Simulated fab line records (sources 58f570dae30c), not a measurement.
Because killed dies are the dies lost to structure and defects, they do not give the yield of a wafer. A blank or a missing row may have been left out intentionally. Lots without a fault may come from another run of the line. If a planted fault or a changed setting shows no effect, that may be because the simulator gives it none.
Commonality check across tools    flow berkeley_cmos170    15 lots and 45 wafers in the sample

REASON IT WAS OPENED
Of 15 lots, 3 have the reading PLDD_OVL flagged at UCB170_PLDD_OVL_MEAS_07. No-fault wafers: -1 nm, standard deviation 5.4.
Rule: a lot is flagged when every wafer of it that has a number lies more than 4 standard deviations from that mean, or none has a number. The other lots count as sound.

lot   measured      on          PLDD_OVL (nm), wafer by wafer  flag
L469  day 7 05:26   overlay-02  -5 -7 -1                       
L471  day 7 12:32   overlay-01  -4 -5 -1                       
L472  day 8 02:44   overlay-02  -7 -3 -2                       
L474  day 8 03:02   overlay-01  9 11 12                        
L475  day 8 08:16   overlay-01  -13 -7 -14                     
L479  day 9 00:32   overlay-02  -2 -2 -1                       
L478  day 9 00:49   overlay-01  -5 -5 -11                      
L477  day 9 01:06   overlay-02  6 4 6                          
L481  day 9 07:42   overlay-02  9 8 12                         
L483  day 10 00:15  overlay-02  320 319 317                    FLAGGED
L485  day 10 10:01  overlay-01  5 -1 -1                        
L487  day 10 10:20  overlay-02  318 319 317                    FLAGGED
L489  day 11 10:29  overlay-02  -3 -5 -6                       
L490  day 11 11:04  overlay-02  316 316 308                    FLAGGED
L492  day 11 23:22  overlay-01  -1 -5 1                        
The mean of the flagged lots' numbers is 317 nm, +318 nm from the usual (+59 standard deviations).

TOOL THAT RAN EACH LOT
The record keeps 1 process step preceding the reading, out of 331 steps on the route. Each cell gives the tool, then ch followed by the chambers the sampled wafers passed through, then the start.
lot   flag     UCB170_PLDD_EXPOSE_03
L469           krf_scanner-01 ch 0, day 7 04:23
L471           krf_scanner-02 ch 0, day 7 12:02
L472           krf_scanner-01 ch 0, day 8 01:32
L474           krf_scanner-01 ch 0, day 8 02:04
L475           krf_scanner-02 ch 0, day 8 07:41
L479           krf_scanner-01 ch 0, day 8 23:54
L478           krf_scanner-02 ch 0, day 9 00:17
L477           krf_scanner-01 ch 0, day 9 00:35
L481           krf_scanner-02 ch 0, day 9 07:12
L483  FLAGGED  krf_scanner-02 ch 0, day 9 23:46
L485           krf_scanner-01 ch 0, day 10 09:11
L487  FLAGGED  krf_scanner-02 ch 0, day 10 09:26
L489           krf_scanner-01 ch 0, day 11 09:58
L490  FLAGGED  krf_scanner-02 ch 0, day 11 10:35
L492           krf_scanner-01 ch 0, day 11 22:02
What the steps here do:
- UCB170_PLDD_EXPOSE_03: exposes mask PSELECT, target cd 1200 nm.
- UCB170_PLDD_OVL_MEAS_07

FLAGGED OVER TOTAL, TOOL BY TOOL (the gauges that took the reading come last)
step                     tool            lots run  flagged  share of the flagged lots  sound lots run after its first flagged lot
UCB170_PLDD_EXPOSE_03    krf_scanner-01  8         0        none                       -
UCB170_PLDD_EXPOSE_03    krf_scanner-02  7         3        all                        0
UCB170_PLDD_OVL_MEAS_07  overlay-01      6         0        none                       -
UCB170_PLDD_OVL_MEAS_07  overlay-02      9         3        all                        1 (L489)

WHAT THE TABLE PERMITS
In 2 table rows, all flagged lots were run: krf_scanner-02 (UCB170_PLDD_EXPOSE_03), overlay-02 (UCB170_PLDD_OVL_MEAS_07).
- krf_scanner-02 at UCB170_PLDD_EXPOSE_03: 3 of its 7 lots flagged. Its last sound lot is L481 (day 9 07:12), its first flagged lot L483 (day 9 23:46): a fault that began between those two fits.
- overlay-02 at UCB170_PLDD_OVL_MEAS_07: 3 of its 9 lots flagged. Sound lots followed the first flagged one (L489) on it, something a lasting fault affecting the whole tool could not allow.
What remains is a single tool, krf_scanner-02 at UCB170_PLDD_EXPOSE_03.

WHAT WAS PUT IN BY THE SIMULATOR
Scanner matching overlay: krf_scanner-02, from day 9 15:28 on, at UCB170_PLDD_EXPOSE_03. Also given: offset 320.
Struck lots among those shown: L483, L487, L490. The rule above found the same.
